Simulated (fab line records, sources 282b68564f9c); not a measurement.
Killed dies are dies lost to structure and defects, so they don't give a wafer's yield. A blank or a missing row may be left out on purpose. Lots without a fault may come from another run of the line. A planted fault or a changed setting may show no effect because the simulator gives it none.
fab line records | flow rit_cmos
record lots=13 wafers=39 last_day=7
route steps=202 shown M1@190
lots that met no fault: from a run of the same line without faults
start_h: hours from the record's first day to the start of the lot's first wafer shown | wait_h: hours since the lot's step before | " the same as in the row above | L1.1+2: a row that stands for several wafers | - no value, or no start given | * or withheld: withheld | < > ~ a bound
route shown NAME@n: a module of which the file shows steps, and the number in the route of the first | usual: mean/standard deviation of fault-free wafers | same: alike in all rows | chamber/n: place in a boat | sites: the reading at each site | _std_site: their standard deviation | _edge_site: outer sites' mean less inner sites' | radius_mm: how far each site lies from the wafer's centre | mask NAME#n: copy n | behind: the tool/chamber that last shaped the wafer | hold: why the lot was held/for how many hours/how that ended | device: the transistor (n, p or np) that didn't switch | end of line: the same wafers' tests at the end of the route | a step without rows: its recipe alone | killed: dies lost to structure and defects at the first sort, not the wafer's yield | map: a wafer's dies, x killed, . not, _ none there
set.NAME: the setting as run; set.NAME@STEP: as run at that earlier step | model.NAME: the simulator's own value behind a step, which no gauge read
steps of the route over a sample of lots; a table a step, a row a wafer
services: from which hour (start_h, from the record's first day; less than 0 if before it) a tool's chamber was out of use, for how many hours, and why
## steps
# step RIT_M1_EXPOSE_06
# recipe mask_id=M12 na=0.6 source_shape=conventional sigma_outer=0.5 target_cd_nm=2600 dose_mj=250
# usual exposure_dose_mJ_cm2=249.93/0.24
# columns lot.wafer tool chamber start_h wait_h mask exposure_dose_mJ_cm2
L374.1 iline_stepper-02 0 69.91 0.4 M12#0 250.11
L374.2 " 0 " " M12#0 249.97
L374.3 " 0 " " M12#0 249.78
L375.2 iline_stepper-02 0 77.39 0.1 M12#0 249.72
L375.3 " 0 " " M12#0 249.75
L375.5 " 0 " " M12#0 250.05
L376.1 iline_stepper-02 0 80.89 0.1 M12#0 250.14
L376.2 " 0 " " M12#0 249.62
L376.5 " 0 " " M12#0 250.37
L377.2 iline_stepper-02 0 84.76 0.1 M12#0 249.69
L377.4 " 0 " " M12#0 250.19
L377.6 " 0 " " M12#0 250.27
L378.3 iline_stepper-02 0 87.71 0.1 M12_R1#0 250.04
L378.4 " 0 " " M12_R1#0 249.85
L378.5 " 0 " " M12_R1#0 250.01
L379.3 iline_stepper-02 0 91.64 0.1 M12#0 249.78
L379.5 " 0 " " M12#0 250.36
L379.6 " 0 " " M12#0 249.65
L380.1 iline_stepper-01 0 100.52 0.3 M12#0 249.80
L380.2 " 0 " " M12#0 250.18
L380.6 " 0 " " M12#0 250.29
L382.3 iline_stepper-01 0 116.93 0.1 M12#0 250.10
L382.4 " 0 " " M12#0 250.03
L382.5 " 0 " " M12#0 249.89
L386.1 iline_stepper-01 0 137.28 0.1 M12#0 249.61
L386.2 " 0 " " M12#0 249.90
L386.6 " 0 " " M12#0 249.65
L390.3 iline_stepper-02 0 155.91 0.2 M12#0 249.78
L390.4 " 0 " " M12#0 250.11
L390.5 " 0 " " M12#0 250.43
L392.2 iline_stepper-02 0 160.07 0.1 M12#0 249.97
L392.3 " 0 " " M12#0 250.16
L392.5 " 0 " " M12#0 249.85
L393.3 iline_stepper-01 0 167.34 0.1 M12#0 249.82
L393.4 " 0 " " M12#0 249.87
L393.6 " 0 " " M12#0 249.65
L394.1 iline_stepper-01 0 172.61 0.2 M12#0 249.86
L394.3 " 0 " " M12#0 250.08
L394.4 " 0 " " M12#0 249.79
# step RIT_M1_CD_MEAS_09
# recipe target_cd_nm=2600
# usual cd_nm=2600.0/2.1
# columns lot.wafer tool chamber start_h wait_h cd_nm
L374.1 cd_sem-02 - 70.56 - 2600.9
L374.2 " - " " 2602.0
L374.3 " - " " 2600.1
L375.2 cd_sem-02 - 77.82 - 2601.8
L375.3 " - " " 2603.3
L375.5 " - " " 2601.9
L376.1 cd_sem-02 - 81.32 - 2597.5
L376.2 " - " " 2598.3
L376.5 " - " " 2597.0
L377.2 cd_sem-02 - 85.19 - 2602.9
L377.4 " - " " 2601.6
L377.6 " - " " 2604.6
L378.3 cd_sem-02 - 88.14 - 2750.7
L378.4 " - " " 2749.7
L378.5 " - " " 2748.8
L379.3 cd_sem-01 - 92.08 - 2600.2
L379.5 " - " " 2599.6
L379.6 " - " " 2602.3
L380.1 cd_sem-02 - 100.95 - 2599.5
L380.2 " - " " 2598.7
L380.6 " - " " 2600.3
L382.3 cd_sem-02 - 117.36 - 2600.0
L382.4 " - " " 2599.1
L382.5 " - " " 2599.8
L386.1 cd_sem-01 - 137.76 - 2599.6
L386.2 " - " " 2600.6
L386.6 " - " " 2603.0
L390.3 cd_sem-02 - 156.34 - 2602.2
L390.4 " - " " 2599.7
L390.5 " - " " 2600.9
L392.2 cd_sem-01 - 160.62 - 2602.6
L392.3 " - " " 2601.1
L392.5 " - " " 2600.3
L393.3 cd_sem-01 - 167.77 - 2598.8
L393.4 " - " " 2597.4
L393.6 " - " " 2597.4
L394.1 cd_sem-02 - 173.14 - 2602.0
L394.3 " - " " 2600.6
L394.4 " - " " 2601.0
# step RIT_M1_CD_MEAS_90
# recipe target_cd_nm=2600
# usual cd_nm=2601.8/2.4
# columns lot.wafer tool chamber start_h wait_h cd_nm
L374.1 cd_sem-01 - 71.52 0.1 2604.1
L374.2 " - " " 2603.6
L374.3 " - " " 2603.4
L375.2 cd_sem-02 - 78.74 0.1 2601.9
L375.3 " - " " 2605.4
L375.5 " - " " 2604.1
L376.1 cd_sem-02 - 82.24 0.1 2599.9
L376.2 " - " " 2598.6
L376.5 " - " " 2596.7
L377.2 cd_sem-01 - 86.38 0.1 2602.6
L377.4 " - " " 2602.3
L377.6 " - " " 2603.8
L378.3 cd_sem-01 - 89.06 0.1 2751.7
L378.4 " - " " 2751.5
L378.5 " - " " 2748.5
L379.3 cd_sem-01 - 93.17 0.1 2601.9
L379.5 " - " " 2601.1
L379.6 " - " " 2604.9
L380.1 cd_sem-02 - 101.87 0.1 2601.8
L380.2 " - " " 2599.4
L380.6 " - " " 2603.0
L382.3 cd_sem-02 - 118.29 0.1 2602.6
L382.4 " - " " 2601.8
L382.5 " - " " 2600.7
L386.1 cd_sem-02 - 138.97 0.1 2602.4
L386.2 " - " " 2603.3
L386.6 " - " " 2605.5
L390.3 cd_sem-02 - 157.26 0.1 2603.4
L390.4 " - " " 2601.7
L390.5 " - " " 2602.3
L392.2 cd_sem-02 - 161.55 0.1 2603.3
L392.3 " - " " 2602.7
L392.5 " - " " 2601.2
L393.3 cd_sem-02 - 168.72 0.1 2603.0
L393.4 " - " " 2597.6
L393.6 " - " " 2601.2
L394.1 cd_sem-02 - 174.11 0.1 2602.7
L394.3 " - " " 2600.0
L394.4 " - " " 2603.2
# step RIT_M1_PROBE_99
# usual defect_limited_yield=97.3/1.2 killed_at_M0_to_M3=0.0/0.12 killed_at_contacts=0.1/0.25 killed_at_front_end=7/3.2 killed_dies=7/3.2 killed_open=3.5/2.2 killed_short=3.6/2.1 sort_bin_3_pad_short=0.1/0.22 sort_bin_5_function=1.5/0.87 sort_bin_6_memory=1.1/0.65 sort_n_pass=257/3.2 sort_yield_pct=97.3/1.2
# same gross_dies=264 killed_at_M4_up=0 killed_at_back_side=0 killed_at_other=0
# columns lot.wafer tool chamber start_h wait_h defect_limited_yield[%] killed_at_M0_to_M3 killed_at_contacts killed_at_front_end killed_dies killed_open killed_short sort_bin_3_pad_short[%] sort_bin_5_function[%] sort_bin_6_memory[%] sort_n_pass sort_yield_pct[%]
L379.3 prober-01 - 94.97 0.2 98.1 0 0 5 5 2 3 0.4 0.8 0.8 259 98.1
L379.5 prober-01 - 95.07 0.2 97.7 0 0 6 6 1 5 0 0.8 1.5 258 97.7
L379.6 prober-01 - 95.12 0.2 98.9 0 0 3 3 2 1 0 1.1 0 261 98.9
L380.1 prober-02 - 103.61 0.1 96.6 0 0 9 9 2 7 0 2.3 1.1 255 96.6
L380.2 prober-02 - 103.66 0.1 98.9 0 0 3 3 0 3 0 0.4 0.8 261 98.9
L380.6 prober-02 - 103.86 0.2 99.2 0 0 2 2 1 1 0 0.4 0.4 262 99.2
L393.3 prober-01 - 170.52 0.2 94.7 0 0 14 14 7 5 0.4 3.8 1.1 250 94.7
L393.4 prober-01 - 170.57 0.2 97.7 0 0 6 6 4 2 0 1.1 1.1 258 97.7
L393.6 prober-01 - 170.67 0.2 97.3 0 0 7 7 3 4 0.8 1.1 0.8 257 97.3
# killed by level:class
L379.3 REOX:geometric_particle:open=2 ACTIVE:geometric_particle:short=1 SPACER:geometric_particle:short=1 SILICIDE:geometric_particle:short=1
L379.5 SILICIDE:geometric_particle:short=2 FOX1:geometric_particle:short=1 FOX2:geometric_particle:short=1 REOX:geometric_particle:open=1 REOX:geometric_particle:short=1
L379.6 REOX:geometric_particle:open=1 SPACER:geometric_particle:open=1 SILICIDE:geometric_particle:short=1
L380.1 GATE:geometric_particle:short=4 SILICIDE:geometric_particle:short=3 GATE:geometric_particle:open=2
L380.2 GATE:geometric_particle:short=2 SPACER:geometric_particle:short=1
L380.6 FOX1:geometric_particle:short=1 GATE:geometric_particle:open=1
L393.3 GATE:geometric_particle:open=4 GATE:geometric_particle:short=3 SPACER:geometric_particle:open=2 PWELL:coat_microbubble_printed=2 FOX1:geometric_particle:short=1 SILICIDE:geometric_particle:open=1 SILICIDE:geometric_particle:short=1
L393.4 GATE:geometric_particle:open=2 FOX1:geometric_particle:short=1 FOX1:geometric_particle:open=1 GATE:geometric_particle:short=1 SPACER:geometric_particle:open=1
L393.6 GATE:geometric_particle:short=2 FOX1:geometric_particle:short=1 FOX1:geometric_particle:open=1 FOX2:geometric_particle:short=1 GATE:geometric_particle:open=1 SILICIDE:geometric_particle:open=1
## services
# columns tool chamber start_h hours kind
iline_stepper-01 - 51.70 3.5 repair
iline_stepper-01 - 77.96 0.8 repair
iline_stepper-02 - 99.40 1.7 pm
iline_stepper-02 - 167.44 6.4 repair
## key
first_sign step=RIT_M1_EXPOSE_06 reading=mask direction=changed
effect step=RIT_M1_CD_MEAS_09 reading=cd_nm direction=up sigmas=71 usual=2600.0 struck=2749.7
effect step=RIT_M1_CD_MEAS_90 reading=cd_nm direction=up sigmas=62 usual=2601.8 struck=2750.6
met_at RIT_M1_EXPOSE_06
struck_lots L378
onset_between 84.76 87.71
fault kind=wrong_mask tool=any chamber=- onset_h=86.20 steps=RIT_M1_EXPOSE_06 aux_copy=M12_R1#0 cd_offset_nm=150 scope=struck_lots_only
